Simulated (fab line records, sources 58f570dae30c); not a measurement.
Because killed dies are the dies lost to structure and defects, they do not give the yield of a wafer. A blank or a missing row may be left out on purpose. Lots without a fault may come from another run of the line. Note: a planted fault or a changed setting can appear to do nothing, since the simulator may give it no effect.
Split-lot experiment | flow berkeley cmos170 | 23 wafers read across 5 lots, on a route 331 steps long

## ON THE SPLIT
At UCB170_M2_PEB_13, the setting peb temp c was moved away from the recipe's 130 C on 11 of the 23 wafers read, by -1.9% to +1.2%. This setting was run at the recipe's value on the other wafers.

## FROM THE SPLIT TO THE READING: what the file shows between them, 5 steps
- UCB170_M2_DEVELOP_14: develop time 45 s
- UCB170_M2_CD_MEAS_15: target cd 700 nm
- UCB170_M2_ETCH_17: etches BARC in N2/H2
- UCB170_M2_METAL_ETCH_18: etches Al in Cl2/BCl3, stops on SiO2, target depth 1170 nm, time 195 s
- UCB170_M2_STRIP_19: strips in O2

## THE READING
At UCB170_M2_CD_MEAS_90: cd nm in nanometres, against a target cd of 700 nm. Fault-free wafers of this fab line usually give 701.3 nm, standard deviation 2.1 nm.

wafer  | tool, chamber at the split | peb temp c as run, C | against the recipe | cd nm, nm | against lot-mates on the recipe
L075.1 | litho track-03, 0          | 131.3                | +1.0%              | 690.0     | -9.5
L075.2 | litho track-03, 0          | 131.3                | +1.0%              | 692.3     | -7.2
L075.3 | litho track-03, 0          | 130                  | recipe             | 700.5     | -
L075.4 | litho track-03, 0          | 130                  | recipe             | 698.5     | -
L075.5 | litho track-03, 0          | 131.3                | +1.0%              | 693.8     | -5.7
L079.2 | litho track-02, 0          | 131.5                | +1.2%              | 689.4     | -10.9
L079.3 | litho track-02, 0          | 130                  | recipe             | 701.1     | -
L079.4 | litho track-02, 0          | 130                  | recipe             | 699.5     | -
L079.5 | litho track-02, 0          | 131.5                | +1.2%              | 692.7     | -7.6
L079.6 | litho track-02, 0          | 130                  | recipe             | 700.3     | -
L082.1 | litho track-02, 0          | 127.5                | -1.9%              | 720.1     | +19.3
L082.2 | litho track-02, 0          | 130                  | recipe             | 701.3     | -
L082.4 | litho track-02, 0          | 130                  | recipe             | 700.4     | -
L082.5 | litho track-02, 0          | 127.5                | -1.9%              | 717.6     | +16.8
L082.6 | litho track-02, 0          | 127.5                | -1.9%              | 719.3     | +18.5
L083.1 | litho track-03, 0          | 128.2                | -1.4%              | 718.6     | +13.4
L083.2 | litho track-03, 0          | 130                  | recipe             | 705.6     | -
L083.3 | litho track-03, 0          | 130                  | recipe             | 704.7     | -
L083.4 | litho track-03, 0          | 128.2                | -1.4%              | 714.8     | +9.6
L083.6 | litho track-03, 0          | 128.2                | -1.4%              | 716.0     | +10.8
L084.1 | litho track-03, 0          | 130                  | recipe             | 700.3     | -
L084.2 | litho track-03, 0          | 130                  | recipe             | 700.9     | -
L084.5 | litho track-03, 0          | 130                  | recipe             | 698.7     | -

THE FIT
A straight line over all 23 wafers: cd nm changes by -9.6 nm for each +1% of peb temp c; r = -0.98; the points scatter about the line by 2.1 nm.
The same after taking each lot's own level away (the mean of its wafers on the recipe; 23 wafers): -8.61 nm for each +1%; r = -0.99; scatter 1.4 nm.
The reading moves by 17 nm for the largest change in peb temp c, on that fit.
From 699.50 to 705.15 nm: that is the span of the lots' own levels, equal to 2.7 times the standard deviation above.
Thus the slope moves with the lot-to-lot level: the two fits are different.
Check: for one of the wafers moved furthest among these (-1.9%), held out of the fit, the line's prediction against its lot-mates is +16.4 nm. It came out at +19.3 nm against them.

## OTHER SPLITS APPLIED TO THESE WAFERS
Before the reading, these wafers also passed through other splits. Each is held against what the fit with the lots' levels taken away leaves over:
other split on the same wafers    | wafers away from the commonest value | r with cd nm (lot level and that fit taken away)
UCB170_GATE_EXPOSE_09 dose mj     | 7                                    | +0.21
UCB170_NLDD_COAT_01 resist thk nm | 10                                   | +0.30
UCB170_PSD_IMPLANT_08 energy kev  | 10                                   | +0.10
UCB170_M1_COAT_04 resist thk nm   | 5                                    | +0.16
UCB170_V1_ETCH_14 time s          | 10                                   | -0.09

## THE WHOLE CHAIN: every reading that the file lists as answering this split, in the file's order
step                    | what it does                                                           | reading                                                   | change (the file's fit)              | r (the file's)
UCB170_M2_CD_MEAS_15    | target cd 700 nm                                                       | cd nm                                                     | -8.91 nm for each +1% of the setting | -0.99
UCB170_M2_ETCH_17       | etches BARC in N2/H2                                                   | M2.cd nm (the simulator's own value, which no gauge read) | -8.96 nm for each +1% of the setting | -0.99
UCB170_M2_METAL_ETCH_18 | etches Al in Cl2/BCl3, stops on SiO2, target depth 1170 nm, time 195 s | M2.cd nm (the simulator's own value, which no gauge read) | -8.58 nm for each +1% of the setting | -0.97
UCB170_M2_CD_MEAS_90    | target cd 700 nm                                                       | cd nm                                                     | -8.63 nm for each +1% of the setting | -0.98

## FILE'S OWN FIT
cd nm changes by -8.63 nm for each +1% of peb temp c, r = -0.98.
